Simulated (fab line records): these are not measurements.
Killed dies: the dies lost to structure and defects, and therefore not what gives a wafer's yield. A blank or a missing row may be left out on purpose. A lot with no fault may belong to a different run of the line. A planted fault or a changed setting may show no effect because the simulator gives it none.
A single fault, viewed from 2 desks :: flow berkeley-cmos170 :: what lay behind the numbers comes last; until then each desk has only its own

DESK OF THE TOOL OWNER: implanter-02
UCB170_NLDD_IMPLANT_08, tool's own readings: per-lot mean of the sampled wafers with a number, covering each lot this tool ran. Marked OUT: a lot whose mean sits more than 4 standard deviations from the usual mean, which makes it out of limits; the brackets give that distance.
Columns: A = tilt-deg at UCB170_NLDD_IMPLANT_08, usual 6.996 degrees
lot: L891
first seen here: day 7 13:52
A: 6.989

lot: L895
first seen here: day 8 01:32
A: 6.995

lot: L897
first seen here: day 8 12:40
A: 6.997

lot: L898
first seen here: day 9 03:31
A: 7.452 (+24) OUT

lot: L903
first seen here: day 9 22:53
A: 7.449 (+24) OUT
This desk's verdict: out of limits on L898, L903, starting with L898 at day 9 03:31 (tilt-deg at UCB170_NLDD_IMPLANT_08). L891, L895, L897 stayed within limits.

AT THE METROLOGY DESK
What the gauges read for every lot (on any tool): the sampled wafers with a number, averaged. Marked OUT: a lot whose mean sits more than 4 standard deviations from the usual mean, which makes it out of limits; the brackets give that distance.
Columns: A = NSD_RS at UCB170_SDANNEAL_RS_MEAS_03, usual 37.24 ohm/sq
lot: L887
first seen here: day 7 09:40
A: 37.29

lot: L892
first seen here: day 8 04:49
A: 37.12

lot: L891
first seen here: day 8 04:56
A: 37.29

lot: L889
first seen here: day 8 05:17
A: 37.21

lot: L895
first seen here: day 8 14:05
A: 37.22

lot: L896
first seen here: day 8 16:31
A: 37.33

lot: L893
first seen here: day 8 18:13
A: 37.12

lot: L897
first seen here: day 8 21:38
A: 37.34

lot: L898
first seen here: day 9 16:10
A: 37.27

lot: L900
first seen here: day 10 06:05
A: 37.16

lot: L902
first seen here: day 10 06:25
A: 37.20

lot: L905
first seen here: day 10 08:22
A: 37.27

lot: L903
first seen here: day 10 08:35
A: 37.17

lot: L910
first seen here: day 11 23:43
A: 37.20
Result from this desk: across the 14 lots, nothing is out of limits.

BROUGHT TOGETHER
On L898, L903, at day 9 03:31, an alarm was possible from the tool owner's desk.
Metrology desk: nothing out of limits seen.
The metrology desk has L898, L903 on record, within its limits.
UCB170_NLDD_IMPLANT_08 was run on implanter-02 by each of the lots named.

WHAT HAD BEEN PUT IN BY THE SIMULATOR
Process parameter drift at UCB170_NLDD_IMPLANT_08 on implanter-02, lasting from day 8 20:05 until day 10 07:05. From 7, the setting tilt-deg moved by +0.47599. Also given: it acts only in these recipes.
Lots struck among those shown: L898, L903.
Each desk's first reading out of limits, in hours after the fault started: the tool owner's desk, 7.
